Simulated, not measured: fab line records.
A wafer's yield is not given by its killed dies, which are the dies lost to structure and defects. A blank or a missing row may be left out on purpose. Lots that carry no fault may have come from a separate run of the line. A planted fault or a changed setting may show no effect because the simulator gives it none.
Comparing a struck lot with a sound one	flow berkeley-cmos170	42 steps out of a route of 331
Sound: wafers L282.4, L282.5, L282.6. The struck wafers were L284.1, L284.4, L284.6. The cause comes at the end.
Order at every step that has rows: each side's tool, ch and its chambers, its first start. Under that, the readings that differ: sound wafers	struck wafers	difference of the means	sigmas: that difference in standard deviations of wafers without a fault.
alike: readings whose means differ by less than 2 such deviations, and words and numbers that are the same on both sides. not compared: withheld readings, readings that some wafer has no value for, bounds like >300 that may hide the same value, and numbers for which the record gives no deviation and whose values overlap.
A row with sigmas, a row that says differs or no value, or rows on one side alone: a step with any of these is where the two part. When numbers do not overlap yet have no deviation, they are printed without sigmas and do not part them. A reading that every wafer of one side lacks parts them only if that side has two wafers or more.

first, 1 step without rows for these wafers: UCB170_PLDD_IMPLANT_09.
UCB170_PLDD_STRIP_10: strips in O2.
  sound on plasma-asher-02 ch 0,1, day 7 21:23; struck on plasma-asher-02 ch 0,1, day 8 16:01
  alike: drypump-motor-current-A, oes-product-au, strip-time-to-endpoint-s
  not compared: rf-hours-counter-h
UCB170_PLDD_TW_MEAS_11:
  sound on film-metro-03, day 7 21:29; struck on film-metro-01, day 8 16:07
  alike: PLDD_TW
then, 7 steps without rows for these wafers: UCB170_PLDD_CLEAN_12 (cleans in SPM, time 600 s); UCB170_NLDD_HMDS_00 (prime time 60 s); UCB170_NLDD_COAT_01 (resist thk 900 nm); UCB170_NLDD_SOFTBAKE_02 (time 60 s); UCB170_NLDD_EXPOSE_03 (exposes mask NSELECT, target cd 1200 nm); UCB170_NLDD_PEB_04; UCB170_NLDD_DEVELOP_05 (develop time 45 s).
UCB170_NLDD_CD_MEAS_06: target cd 1200 nm.
  sound on cd-sem-02, day 7 23:04; struck on cd-sem-01, day 8 18:22
  alike: cd-nm
UCB170_NLDD_OVL_MEAS_07:
  sound on overlay-01, day 7 23:08; struck on overlay-02, day 8 18:29
  alike: NLDD_OVL
UCB170_NLDD_IMPLANT_08:
  sound on implanter-01 ch 0, day 7 23:14; struck on implanter-01 ch 0, day 8 18:31
reading	sound	struck	difference	sigmas
tilt-deg (degrees)	7.040 7.012 7.015	-0.009 0.019 0.004	-7.018	-99 or more
  alike: beam-energy-keV, faraday-current-uA
then, 1 step without rows for these wafers: UCB170_NLDD_IMPLANT_09.
UCB170_NLDD_STRIP_10: strips in O2.
  sound on plasma-asher-01 ch 0,1, day 7 23:29; struck on plasma-asher-03 ch 0,1, day 8 18:49
  alike: drypump-motor-current-A, oes-product-au, strip-time-to-endpoint-s
  not compared: rf-hours-counter-h
UCB170_NLDD_TW_MEAS_11:
  sound on film-metro-01, day 7 23:35; struck on film-metro-01, day 8 19:08
reading	sound	struck	difference	sigmas
NLDD_TW	2226 2240 2242	2120 2136 2128	-108	-8
  not compared: hold
UCB170_SPACER_CVD_00: deposits SiO2 from TEOS/O2, target thk 376 nm, time 45.04 s.
  sound on pecvd-02 ch 0,1,2, day 7 23:49; struck on pecvd-03 ch 0,1,2, day 8 22:10
  alike: heater-power-w
UCB170_SPACER_THK_MEAS_01:
  sound on film-metro-04, day 7 23:52; struck on film-metro-02, day 8 22:13
  alike: SPACER_TEOS_THK
then, 1 step without rows for these wafers: UCB170_SPACER_ANNEAL_02 (time 1800 s).
UCB170_SPACER_ETCHBACK_03: etches SiO2 in CHF3/CF4/Ar, stops on Si, target depth 376 nm, time 100 s.
  sound on rie-diel-04 ch 0,1,2, day 8 02:29; struck on rie-diel-02 ch 1,3, day 8 23:47
  alike: drypump-motor-current-A, oes-product-au, throttle-valve-pct
  not compared: rf-hours-counter-h
then, 6 steps without rows for these wafers: UCB170_PSD_HMDS_00 (prime time 60 s); UCB170_PSD_COAT_01 (resist thk 900 nm); UCB170_PSD_SOFTBAKE_02 (time 60 s); UCB170_PSD_EXPOSE_03 (exposes mask PSELECT MOD, target cd 1200 nm); UCB170_PSD_PEB_04; UCB170_PSD_DEVELOP_05 (develop time 45 s).
UCB170_PSD_CD_MEAS_06: target cd 1200 nm.
  sound on cd-sem-01, day 8 03:55; struck on cd-sem-02, day 9 00:43
  alike: cd-nm
UCB170_PSD_OVL_MEAS_07:
  sound on overlay-01, day 8 04:00; struck on overlay-02, day 9 00:50
  alike: PSD_OVL
then, 1 step without rows for these wafers: UCB170_PSD_IMPLANT_08.
UCB170_PSD_STRIP_09: strips in O2.
  sound on plasma-asher-01 ch 0,1, day 8 04:12; struck on plasma-asher-01 ch 0,1, day 9 01:01
  alike: drypump-motor-current-A, oes-product-au, strip-time-to-endpoint-s
  not compared: rf-hours-counter-h
UCB170_PSD_TW_MEAS_10:
  sound on film-metro-03, day 8 04:18; struck on film-metro-03, day 9 01:07
  alike: PSD_TW
then, 7 steps without rows for these wafers: UCB170_PSD_CLEAN_11 (cleans in SPM, time 600 s); UCB170_NSD_HMDS_00 (prime time 60 s); UCB170_NSD_COAT_01 (resist thk 900 nm); UCB170_NSD_SOFTBAKE_02 (time 60 s); UCB170_NSD_EXPOSE_03 (exposes mask NSELECT MOD, target cd 1200 nm); UCB170_NSD_PEB_04; UCB170_NSD_DEVELOP_05 (develop time 45 s).
UCB170_NSD_CD_MEAS_06: target cd 1200 nm.
  sound on cd-sem-02, day 8 08:04; struck on cd-sem-01, day 9 03:58
  alike: cd-nm
UCB170_NSD_OVL_MEAS_07:
  sound on overlay-01, day 8 08:08; struck on overlay-02, day 9 04:05
  alike: NSD_OVL
then, 1 step without rows for these wafers: UCB170_NSD_IMPLANT_08.
UCB170_SDANNEAL_RS_MEAS_05: a four-point-probe measurement.
  sound on film-metro-03, day 8 10:16; struck on film-metro-01, day 9 08:52
reading	sound	struck	difference	sigmas
NLDD_RS (ohm/sq)	614.4 613.7 612.3	537.4 537.5 536.8	-76.2	-59
  not compared: hold

== WHERE THEY PART ==
Earliest at UCB170_NLDD_IMPLANT_08; latest, in this record, at UCB170_SDANNEAL_RS_MEAS_05.

WHY: what the simulator had put in
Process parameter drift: implanter-01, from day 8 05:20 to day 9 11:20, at UCB170_NLDD_IMPLANT_08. From 7, the setting tilt-deg moved by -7. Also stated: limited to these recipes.
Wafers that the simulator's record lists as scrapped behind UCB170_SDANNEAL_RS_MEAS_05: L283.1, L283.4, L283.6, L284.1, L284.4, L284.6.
